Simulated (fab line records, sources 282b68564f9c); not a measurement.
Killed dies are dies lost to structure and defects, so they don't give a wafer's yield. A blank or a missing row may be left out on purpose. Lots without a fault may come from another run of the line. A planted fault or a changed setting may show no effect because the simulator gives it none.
Which tool did it? | flow rit_cmos | 6 lots, 18 wafers sampled, at 2 steps of a route of 202

WHAT THE GAUGES READ, wafer by wafer
RIT_M1_CD_MEAS_09: target cd 2600 nm.
lot  | measured    | on        | cd_nm (nm)
L750 | day 3 11:49 | cd_sem-02 | 2598.1 2597.3 2595.1
L754 | day 4 12:04 | cd_sem-02 | 2600.4 2598.4 2598.5
L760 | day 5 14:01 | cd_sem-02 | 2609.7 2611.9 2610.5
L762 | day 6 04:14 | cd_sem-02 | 2601.6 2603.0 2601.1
L766 | day 6 23:35 | cd_sem-02 | 2601.0 2601.0 2600.2
L768 | day 7 07:52 | cd_sem-02 | 2602.1 2602.0 2601.8

WHICH TOOL RAN EACH LOT (tool, then ch and the chambers of the sampled wafers, then the start)
lot  | RIT_M1_EXPOSE_06
L750 | iline_stepper-02 ch 0, day 3 11:16
L754 | iline_stepper-01 ch 0, day 4 11:38
L760 | iline_stepper-02 ch 0, day 5 13:35
L762 | iline_stepper-01 ch 0, day 6 03:48
L766 | iline_stepper-01 ch 0, day 6 23:09
L768 | iline_stepper-01 ch 0, day 7 07:26
- RIT_M1_EXPOSE_06: exposes mask M12, target cd 2600 nm.

THE ANSWER, worked out from the rows above alone
Rule: what is usual is taken from the lots themselves. Put in order of their means at a reading, lots are off if they are a third of the lots or fewer, leave a main group of 4 or more, and stand apart from it by a gap of 3 or more times the standard deviation of the main group's means; of several such gaps the widest counts. A main group whose means are all the same, to the digits that the tables above print for the reading, isn't used. A lot without any number at a reading at which 4 lots or more have one is off too. The other lots that the step has rows for count as sound.
Off: L760, at RIT_M1_CD_MEAS_09 (cd_nm). The main group: mean 2600.1 nm, standard deviation 1.9.
A tool fits if, at a process step before that reading, it ran every lot that is off, and no sound lot after the first of them. The gauges at RIT_M1_CD_MEAS_09 are tried like those tools. One fits: iline_stepper-02 at RIT_M1_EXPOSE_06. Its last sound lot is L750 (day 3 11:16), its first lot that is off L760 (day 5 13:35): a fault that began between those two fits.

WHAT THE SIMULATOR HAD PUT IN
Process parameter drift: iline_stepper-02, from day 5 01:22 on, at RIT_M1_EXPOSE_06. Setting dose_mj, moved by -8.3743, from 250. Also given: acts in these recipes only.
Lots struck among those shown: L760. The rule above found the same.
